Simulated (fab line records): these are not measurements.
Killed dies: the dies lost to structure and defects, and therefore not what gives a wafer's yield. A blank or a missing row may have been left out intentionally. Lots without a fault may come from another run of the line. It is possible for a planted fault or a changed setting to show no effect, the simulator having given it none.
Which tool was responsible? || flow berkeleyCmos170 || 21 wafers from 7 lots sampled at 2 of the route's 331 steps

WHAT EACH GAUGE READ, for each wafer
UCB170_ACTIVE_THK_MEAS_03.
{"lot": "L148", "measured": "day 4 04:23", "on": "filmMetro-03", "ACTIVE_OXIDE_THK (nm)": "27.2 27.3 27.2"}
{"lot": "L150", "measured": "day 4 17:20", "on": "filmMetro-01", "ACTIVE_OXIDE_THK (nm)": "26.5 25.9 26.0"}
{"lot": "L153", "measured": "day 5 14:38", "on": "filmMetro-02", "ACTIVE_OXIDE_THK (nm)": "26.3 26.5 26.1"}
{"lot": "L157", "measured": "day 6 05:51", "on": "filmMetro-03", "ACTIVE_OXIDE_THK (nm)": "24.1 24.0 23.4"}
{"lot": "L162", "measured": "day 7 06:47", "on": "filmMetro-02", "ACTIVE_OXIDE_THK (nm)": "25.8 26.1 25.6"}
{"lot": "L165", "measured": "day 7 16:10", "on": "filmMetro-01", "ACTIVE_OXIDE_THK (nm)": "26.6 26.7 26.2"}
{"lot": "L170", "measured": "day 8 16:44", "on": "filmMetro-01", "ACTIVE_OXIDE_THK (nm)": "25.6 25.8 25.7"}

WHICH TOOL RAN EACH LOT (tool, then ch and the chambers of the sampled wafers, then the start)
{"lot": "L148", "UCB170_ACTIVE_OXIDATION_02": "furnace-04 ch 0, day 4 03:02"}
{"lot": "L150", "UCB170_ACTIVE_OXIDATION_02": "furnace-02 ch 0, day 4 15:59"}
{"lot": "L153", "UCB170_ACTIVE_OXIDATION_02": "furnace-04 ch 0, day 5 13:17"}
{"lot": "L157", "UCB170_ACTIVE_OXIDATION_02": "furnace-04 ch 0, day 6 04:29"}
{"lot": "L162", "UCB170_ACTIVE_OXIDATION_02": "furnace-03 ch 0, day 7 05:26"}
{"lot": "L165", "UCB170_ACTIVE_OXIDATION_02": "furnace-02 ch 0, day 7 14:49"}
{"lot": "L170", "UCB170_ACTIVE_OXIDATION_02": "furnace-03 ch 0, day 8 15:20"}
- UCB170_ACTIVE_OXIDATION_02: target thk 26.4 nm, ox time 1260 s.

THE ANSWER, worked out from the rows above alone
Rule: the lots themselves supply what counts as usual. The widest of any qualifying gaps counts: lots, ordered by their means at a reading, are off when they make up no more than a third of the lots, leave a main group of 4 or more, and stand apart from it by 3 or more times the standard deviation of that group's means. The tables above print the reading to a certain number of digits; a main group whose means all agree to those digits is not used. A lot without any number at a reading at which 4 lots or more have one is off too. Where the step has rows for the other lots, those lots are counted as sound.
Off: L157, seen at UCB170_ACTIVE_THK_MEAS_03 (ACTIVE_OXIDE_THK). The main group has a mean of 26.3 nm with a standard deviation of 0.5.
A tool fits if, at a process step before that reading, it ran every lot that is off, and no sound lot after the first of them. Those tools and the gauges at UCB170_ACTIVE_THK_MEAS_03 are tried in the same way. 2 tools fit, furnace-04 at UCB170_ACTIVE_OXIDATION_02 and filmMetro-03 at UCB170_ACTIVE_THK_MEAS_03, so this cannot tell which one it is.

WHAT THE SIMULATOR PUT IN
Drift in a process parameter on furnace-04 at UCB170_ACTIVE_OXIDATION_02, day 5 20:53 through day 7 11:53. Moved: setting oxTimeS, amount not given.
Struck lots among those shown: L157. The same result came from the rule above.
